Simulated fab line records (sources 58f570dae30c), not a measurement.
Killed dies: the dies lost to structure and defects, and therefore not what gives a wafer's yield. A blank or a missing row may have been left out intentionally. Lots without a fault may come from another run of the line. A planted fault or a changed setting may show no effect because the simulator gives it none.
fab line records	flow berkeley_cmos170	part 1 of 2: steps 1 to 37 of 44
[record] lots = 7	wafers = 21	last_day = 11
route steps=331 shown PVT@118 GATE@125 FIELD@126 PLDD@145 NLDD@158 SILICIDE@210 M3@331
lots with no fault: from the same line, run without faults
start_h: hours from the record's opening day to when the first of the lot's shown wafers began	wait_h: hours elapsed since this lot's preceding step	" repeats the value in the row above	L1.1+2: a single row standing in for several wafers	- no value, or no start given	* or withheld: withheld	< > ~ a bound
route shown NAME@n: NAME is a module with steps in the file, n the number in the route of the first one	usual: the fault-free wafers' mean and standard deviation	same: alike in all rows	chamber/n: place in a boat	sites: per-site readings	_std_site: the standard deviation of these	_edge_site: outer sites' mean less inner sites'	radius_mm: how far each site lies from the wafer's centre	mask NAME#n: copy n	behind: the most recent tool/chamber to have shaped the wafer	hold: cause of the lot's hold/its duration in hours/its outcome	device: the n, p or np transistor that did not switch	end of line: the same wafers' tests at the end of the route	step lacking rows: just its recipe	killed: at the first sort, the dies lost to defects and structure; wafer yield is something else	map: a wafer's dies, marking killed ones x, the rest . and places with no die _
set.NAME: the setting as run; set.NAME@STEP: as run at that earlier step	model.NAME: the simulator's own value behind a step, which no gauge read
lots at some steps of the route; a table a step, a row a wafer
services: a tool's chamber out of use, with start hour (start_h, from the record's first day; less than 0 if before it), hours out, and reason
[[steps]]
[step UCB170_PVT_EXPOSE_03]
[recipe] mask_id = NWELL	target_cd_nm = 3000	na = 0.5	sigma_outer = 0.6	source_shape = conventional	dose_mj = 30
[step UCB170_PVT_PEB_04]
[recipe] peb_temp_c = 130	peb_time_s = withheld	resist = KrF
[step UCB170_PVT_DEVELOP_05]
[recipe] developer = TMAH	develop_time_s = 45	resist = KrF	dev_temp_c = 21
[step UCB170_PVT_OVL_MEAS_06]
[usual] PVT_OVL = 3/6.1
lot.wafer	tool	chamber	start_h	wait_h	PVT_OVL[nm]
L468.2	overlay-01	-	128.30	-	2
L468.3	"	-	"	"	6
L468.6	"	-	"	"	9
L472.1	overlay-02	-	151.87	-	-1
L472.2	"	-	"	"	-5
L472.4	"	-	"	"	-7
L481.3	overlay-01	-	202.29	-	6
L481.4	"	-	"	"	9
L481.6	"	-	"	"	8
L482.1	overlay-01	-	212.43	-	7
L482.3	"	-	"	"	4
L482.6	"	-	"	"	5
L483.1	overlay-02	-	212.82	-	-8
L483.4	"	-	"	"	0
L483.5	"	-	"	"	-3
L484.3	overlay-01	-	218.90	-	8
L484.4	"	-	"	"	0
L484.6	"	-	"	"	4
L486.3	overlay-01	-	222.66	-	0
L486.5	"	-	"	"	9
L486.6	"	-	"	"	6
[step UCB170_PVT_IMPLANT_07]
[recipe] species = P	dose_cm2 = 2e+12	energy_kev = 30	tilt_deg = 7
[step UCB170_PVT_STRIP_08]
[recipe] chemistry = O2	power_w = 400	pressure_mtorr = 3500	platen_temp_c = withheld	o2_flow_sccm = 400	overash_fraction = 0.5
[usual] drypump_motor_current_A = 5.56/0.3	oes_product_au = 0.734/0.0045	strip_time_to_endpoint_s = 21.62/0.061
lot.wafer	tool	chamber	start_h	wait_h	drypump_motor_current_A	oes_product_au	rf_hours_counter_h	strip_time_to_endpoint_s
L468.2	plasma_asher-04	1	128.48	0.1	5.24	0.732	47	21.61
L468.3	"	0	"	"	6.04	0.730	-	21.58
L468.6	"	0	"	"	6.06	0.729	-	21.70
L472.1	plasma_asher-03	1	152.06	0.1	5.74	0.733	4	21.66
L472.2	"	0	"	"	5.44	0.730	4	21.68
L472.4	"	0	"	"	5.42	0.739	-	21.61
L481.3	plasma_asher-04	0	202.50	0.1	6.03	0.735	-	21.64
L481.4	"	1	"	"	5.23	0.732	-	21.69
L481.6	"	0	"	"	6.04	0.738	-	21.65
L482.1	plasma_asher-01	1	212.61	0.1	5.39	0.735	50	21.59
L482.3	"	1	"	"	5.39	0.743	-	21.57
L482.6	"	0	"	"	5.50	0.741	-	21.60
L483.1	plasma_asher-03	0	213.00	0.1	5.42	0.739	10	21.59
L483.4	"	0	"	"	5.44	0.739	-	21.60
L483.5	"	0	"	"	5.42	0.732	-	21.59
L484.3	plasma_asher-04	1	219.11	0.1	5.23	0.736	-	21.65
L484.4	"	0	"	"	6.03	0.737	-	21.74
L484.6	"	0	"	"	6.04	0.729	-	21.59
L486.3	plasma_asher-04	0	222.86	0.1	6.02	0.732	-	21.58
L486.5	"	0	"	"	6.01	0.737	-	21.54
L486.6	"	1	"	"	5.22	0.734	-	21.55
[step UCB170_PVT_TW_MEAS_09]
[usual] PVT_TW = 508/3.5
lot.wafer	tool	chamber	start_h	wait_h	PVT_TW
L468.2	film_metro-04	-	128.59	0.1	498
L468.3	"	-	"	"	501
L468.6	"	-	"	"	501
L472.1	film_metro-03	-	152.16	0.1	509
L472.2	"	-	"	"	509
L472.4	"	-	"	"	512
L481.3	film_metro-03	-	202.59	0.1	514
L481.4	"	-	"	"	511
L481.6	"	-	"	"	512
L482.1	film_metro-04	-	212.71	0.1	508
L482.3	"	-	"	"	505
L482.6	"	-	"	"	508
L483.1	film_metro-04	-	213.10	0.1	504
L483.4	"	-	"	"	507
L483.5	"	-	"	"	506
L484.3	film_metro-04	-	219.20	0.1	512
L484.4	"	-	"	"	508
L484.6	"	-	"	"	511
L486.3	film_metro-04	-	222.95	0.1	510
L486.5	"	-	"	"	509
L486.6	"	-	"	"	510
[step UCB170_GATE_WET_ETCH_00]
[recipe] chemistry = dHF	dilution = 25:1	target = SiO2	temp_c = 25	time_s = 200
[step UCB170_FIELD_THK_MEAS_91]
[recipe] reads = SiO2_of_FIELD_OXIDATION_01
[usual] FIELD_OXIDE_LEFT_2_THK = 353/10
lot.wafer	tool	chamber	start_h	wait_h	FIELD_OXIDE_LEFT_2_THK[nm]
L468.2	film_metro-04	-	128.71	0.0	342
L468.3	"	-	"	"	345
L468.6	"	-	"	"	343
L472.1	film_metro-04	-	152.28	0.0	341
L472.2	"	-	"	"	334
L472.4	"	-	"	"	340
L481.3	film_metro-02	-	202.72	0.0	365
L481.4	"	-	"	"	367
L481.6	"	-	"	"	365
L482.1	film_metro-03	-	213.00	0.0	353
L482.3	"	-	"	"	357
L482.6	"	-	"	"	347
L483.1	film_metro-03	-	213.49	0.0	352
L483.4	"	-	"	"	355
L483.5	"	-	"	"	341
L484.3	film_metro-03	-	219.39	0.0	344
L484.4	"	-	"	"	346
L484.6	"	-	"	"	334
L486.3	film_metro-03	-	223.14	0.0	362
L486.5	"	-	"	"	363
L486.6	"	-	"	"	375
[step UCB170_GATE_OXIDATION_01]
[recipe] temp_c = 850	ambient = O2	target_thk_a = 66	ox_time_s = 1800
[step UCB170_GATE_THK_MEAS_02]
[recipe] reads = SiO2_of_GATE_OXIDATION_01
[usual] GATE_OXIDE_THK = 6.66/0.17
lot.wafer	tool	chamber	start_h	wait_h	GATE_OXIDE_THK[nm]
L468.2	film_metro-03	-	132.01	0.0	6.43
L468.3	"	-	"	"	6.33
L468.6	"	-	"	"	6.44
L472.1	film_metro-04	-	158.78	0.0	6.47
L472.2	"	-	"	"	6.53
L472.4	"	-	"	"	6.49
L481.3	film_metro-03	-	207.74	0.0	6.70
L481.4	"	-	"	"	6.76
L481.6	"	-	"	"	6.83
L482.1	film_metro-04	-	217.06	0.0	6.93
L482.3	"	-	"	"	6.94
L482.6	"	-	"	"	6.74
L483.1	film_metro-01	-	217.06	0.0	6.74
L483.4	"	-	"	"	6.87
L483.5	"	-	"	"	6.80
L484.3	film_metro-04	-	222.68	0.0	6.85
L484.4	"	-	"	"	6.72
L484.6	"	-	"	"	6.81
L486.3	film_metro-01	-	228.18	0.0	6.51
L486.5	"	-	"	"	6.51
L486.6	"	-	"	"	6.65
[step UCB170_GATE_ANNEAL_03]
[recipe] temp_c = 900	time_s = 1800	ambient = N2
[step UCB170_GATE_CVD_04]
[recipe] material = poly-Si	temp_c = 610	precursor = SiH4	time_s = 1440	pressure_mtorr = 375	target_thk_nm = 214	sih4_flow_sccm = 120
[usual] spike_tc_centre_C = 611.0/1.3
lot.wafer	tool	chamber	start_h	wait_h	spike_tc_centre_C	model.poly-Si_of_GATE_CVD_04.thk_nm
L468.2	lpcvd-01	0	134.44	0.8	611.0	213.4
L468.3	"	0	"	"	609.8	212.8
L468.6	"	0	"	"	608.6	212.9
L472.1	lpcvd-01	0	165.81	0.0	609.2	214.8
L472.2	"	0	"	"	610.4	214.3
L472.4	"	0	"	"	610.8	215.2
L481.3	lpcvd-01	0	212.37	0.0	622.0	258
L481.4	"	0	"	"	620.9	256.6
L481.6	"	0	"	"	621.1	250.8
L482.1	lpcvd-01	0	220.09	0.0	623.1	217
L482.3	"	0	"	"	622.2	227.5
L482.6	"	0	"	"	624.2	242.5
L483.1	lpcvd-01	1	220.09	0.0	624.5	244.8
L483.4	"	1	"	"	622.4	228.3
L483.5	"	1	"	"	623.6	223.3
L484.3	lpcvd-02	0	225.56	0.0	611.8	214.4
L484.4	"	0	"	"	610.8	215.4
L484.6	"	0	"	"	611.4	216.5
L486.3	lpcvd-02	1	233.81	0.0	610.3	215.4
L486.5	"	1	"	"	610.1	215.2
L486.6	"	1	"	"	611.5	215
[step UCB170_GATE_THK_MEAS_05]
[recipe] reads = poly-Si_of_GATE_CVD_04
[usual] GATE_POLY_THK = 212.3/2.5
lot.wafer	tool	chamber	start_h	wait_h	GATE_POLY_THK[nm]
L468.2	film_metro-01	-	136.55	0.0	213.4
L468.3	"	-	"	"	212.7
L468.6	"	-	"	"	212.7
L472.1	film_metro-01	-	167.21	0.0	214.8
L472.2	"	-	"	"	214.3
L472.4	"	-	"	"	215.0
L481.3	film_metro-04	-	213.79	0.0	258.0
L481.4	"	-	"	"	256.7
L481.6	"	-	"	"	250.7
L483.1	film_metro-04	-	221.50	0.0	244.8
L483.4	"	-	"	"	228.1
L483.5	"	-	"	"	223.4
L482.1	film_metro-04	-	221.56	0.1	217.0
L482.3	"	-	"	"	227.4
L482.6	"	-	"	"	242.5
L484.3	film_metro-04	-	226.98	0.0	214.5
L484.4	"	-	"	"	215.5
L484.6	"	-	"	"	216.5
L486.3	film_metro-04	-	235.23	0.0	215.4
L486.5	"	-	"	"	215.2
L486.6	"	-	"	"	214.9
[step UCB170_GATE_COAT_06]
[recipe] resist = BARC	temp_c = withheld	time_s = withheld	spin_rpm = 3000	resist_thk_nm = withheld
[step UCB170_GATE_COAT_07]
[recipe] resist = KrF	spin_rpm = 1500	resist_thk_nm = 900
[step UCB170_GATE_SOFTBAKE_08]
[recipe] resist = KrF	temp_c = 130	time_s = 60
[step UCB170_GATE_EXPOSE_09]
[recipe] mask_id = POLY	target_cd_nm = 350	na = 0.5	sigma_outer = 0.6	source_shape = conventional	dose_mj = 21
[step UCB170_GATE_PEB_10]
[recipe] peb_temp_c = 130	peb_time_s = withheld	resist = KrF
[step UCB170_GATE_DEVELOP_11]
[recipe] developer = TMAH	develop_time_s = 45	resist = KrF	dev_temp_c = 21
[step UCB170_GATE_CD_MEAS_12]
[recipe] target_cd_nm = 350
[usual] cd_nm = 349.9/1
lot.wafer	tool	chamber	start_h	wait_h	cd_nm
L468.2	cd_sem-01	-	137.62	-	349.7
L468.3	"	-	"	"	349.7
L468.6	"	-	"	"	349.1
L472.1	cd_sem-02	-	169.15	-	350.7
L472.2	"	-	"	"	349.5
L472.4	"	-	"	"	350.1
L481.3	cd_sem-01	-	214.72	-	350.2
L481.4	"	-	"	"	350.4
L481.6	"	-	"	"	350.2
L483.1	cd_sem-02	-	222.53	-	348.4
L483.4	"	-	"	"	349.6
L483.5	"	-	"	"	350.3
L482.1	cd_sem-02	-	222.77	-	350.7
L482.3	"	-	"	"	347.7
L482.6	"	-	"	"	349.7
L484.3	cd_sem-02	-	228.81	-	349.4
L484.4	"	-	"	"	348.4
L484.6	"	-	"	"	349.8
L486.3	cd_sem-02	-	236.15	-	350.3
L486.5	"	-	"	"	350.4
L486.6	"	-	"	"	351.4
[step UCB170_GATE_OVL_MEAS_13]
[usual] GATE_OVL = 5/5.8
lot.wafer	tool	chamber	start_h	wait_h	GATE_OVL[nm]
L468.2	overlay-02	-	137.72	0.1	2
L468.3	"	-	"	"	2
L468.6	"	-	"	"	0
L472.1	overlay-02	-	169.27	0.1	1
L472.2	"	-	"	"	5
L472.4	"	-	"	"	2
L481.3	overlay-01	-	214.81	0.1	5
L481.4	"	-	"	"	-3
L481.6	"	-	"	"	1
L483.1	overlay-02	-	222.65	0.1	1
L483.4	"	-	"	"	6
L483.5	"	-	"	"	6
L482.1	overlay-01	-	222.89	0.1	5
L482.3	"	-	"	"	8
L482.6	"	-	"	"	10
L484.3	overlay-01	-	228.90	0.1	7
L484.4	"	-	"	"	4
L484.6	"	-	"	"	-4
L486.3	overlay-02	-	236.24	0.1	-1
L486.5	"	-	"	"	8
L486.6	"	-	"	"	3
[step UCB170_GATE_ETCH_14]
[recipe] chemistry = N2/H2	target_depth_a = withheld	overetch_a = withheld	target = BARC	time_s = withheld	source_w = 500	bias_w = 100	pressure_mtorr = 30	n2_flow_sccm = 100	h2_flow_sccm = 200
[usual] drypump_motor_current_A = 6.1/0.45	h2_flow_sccm = 200.0/0.6	oes_product_au = 0.996/0.028	throttle_valve_pct = 13.39/0.16
lot.wafer	tool	chamber	start_h	wait_h	drypump_motor_current_A	h2_flow_sccm	oes_product_au	throttle_valve_pct
L468.2	rie_diel-01	2	137.75	0.0	5.1	200.0	1.027	13.14
L468.3	"	0	"	"	5.7	200.5	0.959	13.49
L468.6	"	2	"	"	5.1	200.8	1.028	13.15
L472.1	rie_diel-01	1	169.30	0.0	6.0	199.7	1.040	13.44
L472.2	"	2	"	"	5.1	200.4	1.036	13.14
L472.4	"	3	"	"	6.6	200.1	1.004	13.55
L481.3	rie_diel-01	1	214.83	0.0	6.0	199.6	1.038	13.45
L481.4	"	0	"	"	5.7	199.9	0.956	13.48
L481.6	"	1	"	"	6.0	199.8	1.036	13.43
L483.1	rie_diel-03	2	222.68	0.0	6.6	198.4	0.958	13.55
L483.4	"	1	"	"	5.8	199.4	0.962	13.58
L483.5	"	2	"	"	6.6	199.3	0.963	13.55
L482.1	rie_diel-04	2	222.93	0.0	6.1	199.4	1.002	13.34
L482.3	"	0	"	"	6.1	199.2	0.980	13.14
L482.6	"	1	"	"	6.1	199.6	0.989	13.30
L484.3	rie_diel-04	0	228.92	0.0	6.1	200.2	0.984	13.16
L484.4	"	0	"	"	6.1	200.3	0.982	13.15
L484.6	"	1	"	"	6.1	200.3	0.987	13.31
L486.3	rie_diel-03	3	236.27	0.0	5.7	200.6	1.014	13.24
L486.5	"	3	"	"	5.7	200.6	1.006	13.23
L486.6	"	2	"	"	6.6	199.7	0.961	13.53
[step UCB170_GATE_ETCH_15]
[recipe] chemistry = HBr/Cl2	target = poly-Si	stop_on = SiO2	over_etch_frac = 0.3	icp_w = 300	bias_w = 150	time_s = 56.3	pressure_mtorr = 15	HBr_flow_sccm = 150	Cl2_flow_sccm = 50	target_depth_a = 2782
[usual] drypump_motor_current_A = 5.16/0.26	oes_product_au = 0.832/0.0097	throttle_valve_pct = 26.5/0.32
lot.wafer	tool	chamber	start_h	wait_h	drypump_motor_current_A	oes_product_au	rf_hours_counter_h	throttle_valve_pct	model.etch.depth_nm	model.GATE.feature_depth_nm
L468.2	rie_si-02	3	137.80	-	5.48	0.838	43	26.8	213.4	213.5
L468.3	"	2	"	"	4.97	0.822	106	26.9	212.8	212.8
L468.6	"	3	"	"	5.47	0.833	-	26.8	212.9	212.9
L472.1	rie_si-02	2	169.34	-	4.98	0.832	106	26.9	214.8	214.8
L472.2	"	0	"	"	4.78	0.844	15	26.2	214.3	214.3
L472.4	"	1	"	"	5.32	0.845	37	26.0	215.2	215.2
L481.3	rie_si-02	1	214.87	-	5.34	0.951	37	26.0	258	258
L481.4	"	0	"	"	4.77	0.951	15	26.3	256.6	256.6
L481.6	"	1	"	"	5.34	0.928	-	26.0	250.8	250.8
L483.1	rie_si-01	0	222.73	-	5.30	0.907	64	26.7	244.8	244.8
L483.4	"	2	"	"	4.99	0.875	78	26.6	228.3	228.3
L483.5	"	2	"	"	5.00	0.867	-	26.6	223.3	223.3
L482.1	rie_si-02	2	222.97	-	4.97	0.833	106	26.9	217	217
L482.3	"	3	"	"	5.48	0.875	44	26.8	227.5	227.5
L482.6	"	1	"	"	5.32	0.907	-	26.0	242.5	242.5
L484.3	rie_si-02	1	228.96	-	5.33	0.847	37	26.0	214.4	214.4
L484.4	"	0	"	"	4.78	0.837	15	26.3	215.4	215.4
L484.6	"	3	"	"	5.49	0.844	-	26.8	216.5	216.5
L486.3	rie_si-01	2	236.31	-	5.00	0.843	78	26.6	215.4	215.4
L486.5	"	0	"	"	5.26	0.834	-	26.7	215.2	215.2
L486.6	"	3	"	"	4.89	0.829	-	26.5	215	215.1
[step UCB170_GATE_STRIP_16]
[recipe] chemistry = O2	power_w = 400	pressure_mtorr = 3500	platen_temp_c = withheld	o2_flow_sccm = 400	overash_fraction = 0.5
[usual] drypump_motor_current_A = 5.51/0.092	oes_product_au = 0.724/0.0042
lot.wafer	tool	chamber	start_h	wait_h	drypump_motor_current_A	oes_product_au	rf_hours_counter_h
L468.2	plasma_asher-03	1	137.84	0.0	5.72	0.725	3
L468.3	"	0	"	"	5.43	0.723	-
L468.6	"	1	"	"	5.68	0.718	-
L472.1	plasma_asher-02	1	169.39	0.0	5.50	0.730	41
L472.2	"	0	"	"	5.54	0.725	41
L472.4	"	0	"	"	5.52	0.722	-
L481.3	plasma_asher-01	0	214.96	0.1	5.47	0.728	-
L481.4	"	1	"	"	5.37	0.727	-
L481.6	"	1	"	"	5.38	0.721	-
L483.1	plasma_asher-03	0	222.77	0.0	5.42	0.724	11
L483.4	"	0	"	"	5.41	0.726	-
L483.5	"	0	"	"	5.41	0.722	-
L482.1	plasma_asher-02	0	223.02	0.0	5.56	0.721	46
L482.3	"	0	"	"	5.56	0.726	-
L482.6	"	0	"	"	5.52	0.723	-
L484.3	plasma_asher-02	0	229.05	0.1	5.54	0.728	-
L484.4	"	1	"	"	5.52	0.720	-
L484.6	"	0	"	"	5.59	0.719	-
L486.3	plasma_asher-01	0	236.39	0.1	5.46	0.725	-
L486.5	"	0	"	"	5.52	0.722	-
L486.6	"	1	"	"	5.39	0.724	-
[step UCB170_GATE_CD_MEAS_90]
[recipe] target_cd_nm = 350
[usual] cd_nm = 349.8/1.3
lot.wafer	tool	chamber	start_h	wait_h	cd_nm
L468.2	cd_sem-02	-	138.07	0.2	349.5
L468.3	"	-	"	"	350.4
L468.6	"	-	"	"	349.2
L472.1	cd_sem-02	-	169.49	0.1	350.4
L472.2	"	-	"	"	348.4
L472.4	"	-	"	"	351.2
L481.3	cd_sem-01	-	215.06	0.1	348.9
L481.4	"	-	"	"	350.6
L481.6	"	-	"	"	349.0
L483.1	cd_sem-02	-	222.89	0.1	347.5
L483.4	"	-	"	"	348.7
L483.5	"	-	"	"	349.2
L482.1	cd_sem-01	-	223.12	0.1	350.9
L482.3	"	-	"	"	347.1
L482.6	"	-	"	"	349.6
L484.3	cd_sem-02	-	229.15	0.1	349.2
L484.4	"	-	"	"	347.9
L484.6	"	-	"	"	349.8
L486.3	cd_sem-02	-	236.50	0.1	350.9
L486.5	"	-	"	"	351.8
L486.6	"	-	"	"	349.8
[step UCB170_GATE_CLEAN_17]
[recipe] chemistry = SPM	temp_c = 120	time_s = 600
[step UCB170_PLDD_HMDS_00]
[recipe] prime_time_s = 60	prime_temp_c = 100
[step UCB170_PLDD_COAT_01]
[recipe] resist = KrF	spin_rpm = 1500	resist_thk_nm = 900
[step UCB170_PLDD_SOFTBAKE_02]
[recipe] resist = KrF	temp_c = 130	time_s = 60
[step UCB170_PLDD_EXPOSE_03]
[recipe] mask_id = PSELECT	na = 0.5	sigma_outer = 0.6	source_shape = conventional	target_cd_nm = 1200	dose_mj = 30
[step UCB170_PLDD_PEB_04]
[recipe] peb_temp_c = 130	peb_time_s = withheld	resist = KrF
[step UCB170_PLDD_DEVELOP_05]
[recipe] developer = TMAH	develop_time_s = 45	resist = KrF	dev_temp_c = 21
[step UCB170_PLDD_CD_MEAS_06]
[recipe] target_cd_nm = 1200
[usual] cd_nm = 1199.6/1.6
lot.wafer	tool	chamber	start_h	wait_h	cd_nm
L468.2	cd_sem-02	-	139.63	-	1197.9
L468.3	"	-	"	"	1197.0
L468.6	"	-	"	"	1196.7
L472.1	cd_sem-02	-	171.00	-	1199.6
L472.2	"	-	"	"	1199.4
L472.4	"	-	"	"	1199.9
L481.3	cd_sem-01	-	218.87	-	1201.4
L481.4	"	-	"	"	1202.4
L481.6	"	-	"	"	1202.9
L483.1	cd_sem-02	-	224.31	-	1200.5
L483.4	"	-	"	"	1200.9
L483.5	"	-	"	"	1200.0
L482.1	cd_sem-01	-	224.78	-	1199.9
L482.3	"	-	"	"	1199.4
L482.6	"	-	"	"	1199.7
L484.3	cd_sem-01	-	230.41	-	1200.6
L484.4	"	-	"	"	1201.5
L484.6	"	-	"	"	1200.2
L486.3	cd_sem-01	-	237.97	-	1203.0
L486.5	"	-	"	"	1202.5
L486.6	"	-	"	"	1201.3
[step UCB170_PLDD_OVL_MEAS_07]
[usual] PLDD_OVL = -1/6
lot.wafer	tool	chamber	start_h	wait_h	PLDD_OVL[nm]
L468.2	overlay-01	-	139.74	0.1	-6
L468.3	"	-	"	"	-7
L468.6	"	-	"	"	2
L472.1	overlay-02	-	171.12	0.1	-8
L472.2	"	-	"	"	-7
L472.4	"	-	"	"	-2
L481.3	overlay-02	-	218.96	0.1	3
L481.4	"	-	"	"	12
L481.6	"	-	"	"	5
L483.1	overlay-02	-	224.43	0.1	2
L483.4	"	-	"	"	-5
L483.5	"	-	"	"	-1
L482.1	overlay-01	-	224.90	0.1	11
L482.3	"	-	"	"	4
L482.6	"	-	"	"	5
L484.3	overlay-02	-	230.51	0.1	-8
L484.4	"	-	"	"	4
L484.6	"	-	"	"	7
L486.3	overlay-01	-	238.06	0.1	9
L486.5	"	-	"	"	9
L486.6	"	-	"	"	-1
[step UCB170_PLDD_IMPLANT_08]
[recipe] species = BF2	dose_cm2 = 5e+13	energy_kev = 10	tilt_deg = 7	rotation_deg = 0
[step UCB170_PLDD_IMPLANT_09]
[recipe] species = BF2	dose_cm2 = 5e+13	energy_kev = 10	tilt_deg = 7	rotation_deg = 180
[[key]]
[first_sign] step = UCB170_GATE_CVD_04	reading = spike_tc_centre_C	direction = up	sigmas = 9	usual = 611.0	struck = 622.7
[effect] step = UCB170_GATE_THK_MEAS_05	reading = GATE_POLY_THK	direction = up	sigmas = 10	usual = 212.3	struck = 238.7
[effect] step = UCB170_GATE_ETCH_15	reading = oes_product_au	direction = up	sigmas = 6.9	usual = 0.832	struck = 0.899	wafers_moved = 8
[model_effect] step = UCB170_GATE_CVD_04	value = poly-Si_of_GATE_CVD_04.thk_nm	without = 213.7	struck = 238.8
[model_effect] step = UCB170_GATE_ETCH_15	value = etch.depth_nm	without = 213.7	struck = 238.8
[model_effect] step = UCB170_SILICIDE_PRE_CLEAN_00	value = poly-Si_of_GATE_CVD_04.thk_nm	without = 206.8	struck = 231.8
[model_effect] step = UCB170_M3_PROBE_99	value = etest.pldd.line_ohm_um	without = 1838	struck = 1917
met_at UCB170_GATE_CVD_04
struck_wafers L481.3,L481.4,L481.6,L482.1,L482.3,L482.6,L483.1,L483.4,L483.5
sort_left_out L481.3,L481.4,L481.6
tester_left_out L481,L482,L483
onset_between 165.81 212.37
[fault] kind = process_parameter_drift	tool = lpcvd-01	chamber = -	onset_h = 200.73	steps = UCB170_GATE_CVD_04	channel = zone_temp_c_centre	offset = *	shape = step	end_h = 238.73
// tester_left_out: of these lots the tester's yield and bins aren't shown, on N5 and GAA mostly nor the transistor test; their killed dies are dies lost to structure and defects alone, not to doping, threshold or leakage, so they don't give the yield
// sort_left_out: the simulated sort isn't trusted on such a fault, so these wafers' sort isn't shown, and their yield isn't known
